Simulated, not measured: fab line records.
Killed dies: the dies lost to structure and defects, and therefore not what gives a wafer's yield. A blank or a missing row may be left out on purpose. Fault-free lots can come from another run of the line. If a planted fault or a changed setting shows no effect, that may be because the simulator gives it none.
Which tool is to blame? | flow rit-cmos | 42 wafers from 14 lots sampled at 2 of the route's 202 steps

## WHAT THE GAUGES SHOWED, per wafer
RIT_FOX1_THK_MEAS_01.
lot  | measured    | on            | FOX1_OXIDE_THK (nm)
L890 | day 1 16:59 | film-metro-01 | 345 346 346
L892 | day 2 04:22 | film-metro-01 | 366 360 366
L893 | day 2 08:14 | film-metro-03 | 362 366 357
L894 | day 2 13:08 | film-metro-04 | 352 341 345
L895 | day 2 18:01 | film-metro-04 | 354 358 355
L896 | day 2 22:52 | film-metro-04 | 363 356 366
L898 | day 3 09:05 | film-metro-03 | 357 362 363
L899 | day 3 13:50 | film-metro-01 | 371 372 363
L901 | day 4 01:45 | film-metro-01 | 355 361 350
L902 | day 4 06:05 | film-metro-03 | 355 367 357
L903 | day 4 10:26 | film-metro-03 | 344 344 344
L907 | day 5 08:58 | film-metro-01 | 344 351 352
L909 | day 5 17:14 | film-metro-01 | 208 220 213
L913 | day 6 12:14 | film-metro-03 | 222 215 215

## WHAT TOOL EACH LOT RAN ON (gives the tool, then ch and the chambers of the sampled wafers, and finally the start)
lot  | RIT_FOX1_OXIDATION_00
L890 | furnace-01 ch 0, day 1 15:41
L892 | furnace-02 ch 0, day 2 03:03
L893 | furnace-02 ch 0, day 2 06:55
L894 | furnace-03 ch 0, day 2 11:49
L895 | furnace-02 ch 0, day 2 16:42
L896 | furnace-01 ch 0, day 2 21:32
L898 | furnace-02 ch 0, day 3 07:46
L899 | furnace-02 ch 0, day 3 12:31
L901 | furnace-02 ch 0, day 4 00:26
L902 | furnace-02 ch 0, day 4 04:46
L903 | furnace-01 ch 0, day 4 09:07
L907 | furnace-01 ch 0, day 5 07:38
L909 | furnace-01 ch 0, day 5 15:55
L913 | furnace-01 ch 0, day 6 10:55
- RIT_FOX1_OXIDATION_00: target thk 350.7 nm, ox time 1130 s.

## WHAT THE TOOLS THEMSELVES READ (means of the sampled wafers that have a number; where no wafer has one, the mark that the record gives instead)
The record holds no such reading with a usual standard deviation.

## THE ANSWER, worked out from the rows above alone
Rule: the lots themselves supply what counts as usual. Put in order of their means at a reading, lots are off if they are a third of the lots or fewer, leave a main group of 4 or more, and stand apart from it by a gap of 3 or more times the standard deviation of the main group's means; of several such gaps the widest counts. Not used: any main group whose means are identical at the precision the tables above print for the reading. A lot without any number at a reading at which 4 lots or more have one is off too. Where the step has rows for the other lots, those lots are counted as sound. First the gauges in route order, then the tools' own readings, where a lot's mean is used as printed above. The first step at which some lot is off is used, and at that step the reading that is off furthest; a lot without a number counts as furthest.
Off: L909, L913, seen at RIT_FOX1_THK_MEAS_01 (FOX1_OXIDE_THK). Main group: mean 356 nm, sd 7.8.
If a tool, at a process step before that reading, ran all the lots that are off and no sound lot after the first of them, it fits. Those tools and the gauges at RIT_FOX1_THK_MEAS_01 are tried in the same way. One fits: RIT_FOX1_OXIDATION_00 on furnace-01. A fault onset in the window from L907 (day 5 07:38, its last sound lot) to L909 (day 5 15:55, its first lot off) fits.

## WHAT THE SIMULATOR HAD PUT IN
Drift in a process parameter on furnace-01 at RIT_FOX1_OXIDATION_00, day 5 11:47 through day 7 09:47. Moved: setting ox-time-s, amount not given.
Lots struck among those shown: L909, L913. The rule above reached the same finding.
